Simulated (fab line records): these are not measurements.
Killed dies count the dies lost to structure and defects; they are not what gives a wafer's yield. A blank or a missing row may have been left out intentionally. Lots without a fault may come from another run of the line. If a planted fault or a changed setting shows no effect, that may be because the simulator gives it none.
One fault through the eyes of 2 desks | flow rit cmos | only its own numbers are on each desk; what lay behind them is given at the end

## METROLOGY DESK
Means of the sampled wafers that have a number, per lot and without regard to the tool the lot ran on: this is what the gauges read. Marked OUT: a lot whose mean sits more than 4 standard deviations from the usual mean, which makes it out of limits; the brackets give that distance.
Columns: A = PWELL_TW at RIT_PWELL_TW_MEAS_10, usual 960; B = PWELL_RS at RIT_WELLDRIVE_RS_MEAS_02, usual 428.9 ohm/sq
lot  | first seen here | A               | B
L813 | day 2 00:25     | 936             | 428.9
L814 | day 2 05:26     | 957             | 428.5
L816 | day 2 18:37     | 977             | 428.3
L818 | day 3 02:41     | 944             | 429.3
L819 | day 3 09:26     | 959             | 430.0
L821 | day 3 16:14     | 1081 (+11) OUT  | 345.5 (-83) OUT
L822 | day 3 22:10     | 1058 (+8.9) OUT | 345.5 (-83) OUT
L823 | day 4 01:05     | 975             | 426.7
L830 | day 5 11:47     | 970             | 427.9
L832 | day 5 21:37     | 970             | 429.1
L833 | day 6 03:25     | 971             | 428.9
L834 | day 6 07:25     | 957             | 427.8
L835 | day 6 13:40     | 959             | 430.4
L836 | day 6 17:32     | 968             | 429.1
This desk's finding: out of limits on L821, L822; first on L821, day 3 16:14 (PWELL_TW at RIT_PWELL_TW_MEAS_10). L813, L814, L816, L818, L819, L823, L830, L832, L833, L834, L835, L836: within limits.

## DESK OF THE TOOL OWNER: implanter-03
The tool's own readings at RIT_PWELL_IMPLANT_08, given as means over the sampled wafers that have a number, one for each lot that went through this tool. Marked OUT: a lot whose mean sits more than 4 standard deviations from the usual mean, which makes it out of limits; the brackets give that distance.
Columns: A = dose ions cm2 at RIT_PWELL_IMPLANT_08, usual 7.002e+13; B = end station pressure torr at RIT_PWELL_IMPLANT_08, usual 5.2e-06 Torr; C = faraday current uA at RIT_PWELL_IMPLANT_08, usual 222; D = tilt deg at RIT_PWELL_IMPLANT_08, usual 7.002 degrees
lot  | first seen here | A                           | B       | C             | D
L814 | day 2 05:09     | 7.007e+13                   | 5.1e-06 | 221           | 7.025
L816 | day 2 18:18     | 7.001e+13                   | 5.1e-06 | 221           | 6.999
L819 | day 3 09:07     | 6.991e+13                   | 5.0e-06 | 222           | 7.011
L821 | day 3 15:55     | 9.939e+13 (+99 or more) OUT | 5.3e-06 | 316 (+21) OUT | 7.002
L822 | day 3 21:51     | 9.938e+13 (+99 or more) OUT | 5.2e-06 | 315 (+21) OUT | 6.992
This desk finds L821, L822 out of limits, L821 being first, at day 3 15:55 (dose ions cm2 at RIT_PWELL_IMPLANT_08). L814, L816, L819: within limits.

## BROUGHT TOGETHER
The tool owner's desk could have raised an alarm at day 3 15:55, on L821, L822.
An alarm was possible from the metrology desk at day 3 16:14, on L821, L822.
Every lot named ran RIT_PWELL_IMPLANT_08 on implanter-03.

## WHAT THE SIMULATOR HAD INSERTED
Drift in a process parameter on implanter-03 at RIT_PWELL_IMPLANT_08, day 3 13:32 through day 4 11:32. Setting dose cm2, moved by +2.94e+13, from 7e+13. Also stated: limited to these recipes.
Shown lots that were struck: L821, L822.
Delay (hours) between the fault's onset and each desk's first out-of-limits reading: 2 at the tool owner's desk, 3 at the metrology desk.
